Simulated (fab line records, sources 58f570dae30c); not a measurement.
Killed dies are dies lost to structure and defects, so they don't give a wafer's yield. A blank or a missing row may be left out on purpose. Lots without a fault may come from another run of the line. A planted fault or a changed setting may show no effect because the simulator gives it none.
Which tool did it? | flow berkeley_cmos170 | 10 lots, 30 wafers sampled, at 3 steps of a route of 331

WHAT THE GAUGES READ, wafer by wafer
UCB170_SPACER_THK_MEAS_01.
lot  | measured     | on            | SPACER_TEOS_THK (nm)
L274 | day 6 02:07  | film_metro-04 | 377 380 378
L273 | day 6 06:01  | film_metro-01 | 373 383 378
L275 | day 6 22:14  | film_metro-04 | 375 390 389
L277 | day 7 08:59  | film_metro-01 | 371 363 376
L276 | day 7 09:43  | film_metro-02 | 381 389 379
L283 | day 7 22:05  | film_metro-01 | 377 373 378
L282 | day 8 15:48  | film_metro-02 | 369 377 374
L292 | day 10 04:00 | film_metro-02 | 376 380 386
L291 | day 10 04:13 | film_metro-01 | 380 378 379
L294 | day 10 15:56 | film_metro-04 | 371 378 379

UCB170_CONTACT_THK_MEAS_02.
lot  | measured     | on            | CONTACT_PSG_THK (nm)
L274 | day 6 13:15  | film_metro-02 | 697 698 695
L273 | day 6 17:37  | film_metro-03 | 683 685 691
L275 | day 7 12:21  | film_metro-04 | 704 700 699
L277 | day 8 02:10  | film_metro-02 | 704 704 700
L276 | day 8 02:14  | film_metro-02 | 708 709 710
L283 | day 8 11:46  | film_metro-04 | 695 698 691
L282 | day 9 07:16  | film_metro-03 | 709 709 708
L292 | day 10 19:48 | film_metro-03 | 695 691 694
L291 | day 10 19:48 | film_metro-04 | 692 700 698
L294 | day 11 02:54 | film_metro-03 | 697 701 701

WHICH TOOL RAN EACH LOT (tool, then ch and the chambers of the sampled wafers, then the start)
lot  | UCB170_SILICIDE_RTA_04
L274 | rtp_anneal-02 ch 0, day 6 10:56
L273 | rtp_anneal-02 ch 0, day 6 15:33
L275 | rtp_anneal-02 ch 0, day 7 10:17
L277 | rtp_anneal-02 ch 0, day 7 22:26
L276 | rtp_anneal-02 ch 0, day 7 23:13
L283 | rtp_anneal-01 ch 0, day 8 08:29
L282 | rtp_anneal-01 ch 0, day 9 03:38
L292 | rtp_anneal-02 ch 0, day 10 17:26
L291 | rtp_anneal-02 ch 0, day 10 17:19
L294 | rtp_anneal-02 ch 0, day 10 23:19
- UCB170_SILICIDE_RTA_04: time 15 s.

WHAT THE TOOLS THEMSELVES READ (means of the sampled wafers that have a number; where no wafer has one, the mark that the record gives instead)
UCB170_SILICIDE_RTA_04.
lot  | tool          | lamp_power_pct (%) | wafer_temp_C_max
L274 | rtp_anneal-02 | 10.7               | 653.1
L273 | rtp_anneal-02 | 10.7               | 653.1
L275 | rtp_anneal-02 | 10.7               | 652.6
L277 | rtp_anneal-02 | 10.7               | 653.4
L276 | rtp_anneal-02 | 10.7               | 652.8
L283 | rtp_anneal-01 | 9.6                | 648.4
L282 | rtp_anneal-01 | 9.6                | 648.5
L292 | rtp_anneal-02 | 10.7               | 652.8
L291 | rtp_anneal-02 | 10.7               | 652.7
L294 | rtp_anneal-02 | 10.7               | 653.1

THE ANSWER, worked out from the rows above alone
Rule: what is usual is taken from the lots themselves. Put in order of their means at a reading, lots are off if they are a third of the lots or fewer, leave a main group of 4 or more, and stand apart from it by a gap of 3 or more times the standard deviation of the main group's means; of several such gaps the widest counts. A main group whose means are all the same, to the digits that the tables above print for the reading, isn't used. A lot without any number at a reading at which 4 lots or more have one is off too. The other lots that the step has rows for count as sound. The gauges are gone through in route order, then the tools' own readings, and for those a lot's mean is taken as printed above. The first step at which some lot is off is used, and at that step the reading that is off furthest; a lot without a number counts as furthest.
Off: L283, L282, at UCB170_SILICIDE_RTA_04 (wafer_temp_C_max). The main group: mean 653.0, standard deviation 0.25.
A tool fits if, at that step or a process step before it, it ran every lot that is off, and no sound lot after the first of them. One fits: rtp_anneal-01 at UCB170_SILICIDE_RTA_04. It ran no sound lot before its first lot that is off in this sample, so the start can't be narrowed down.
The tool's own readings at UCB170_SILICIDE_RTA_04 bear it out: on the lots that are off they differ by more than 5 times the standard deviation of the sound lots' means. lamp_power_pct reads 9.6 % there against 10.7 % on the sound lots; wafer_temp_C_max reads 648.5 there against 653.0 on the sound lots.

WHAT THE SIMULATOR HAD PUT IN
Process parameter drift: rtp_anneal-01, from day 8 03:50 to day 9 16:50, at UCB170_SILICIDE_RTA_04. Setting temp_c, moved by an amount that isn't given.
Lots struck among those shown: L283, L282. The rule above found the same.
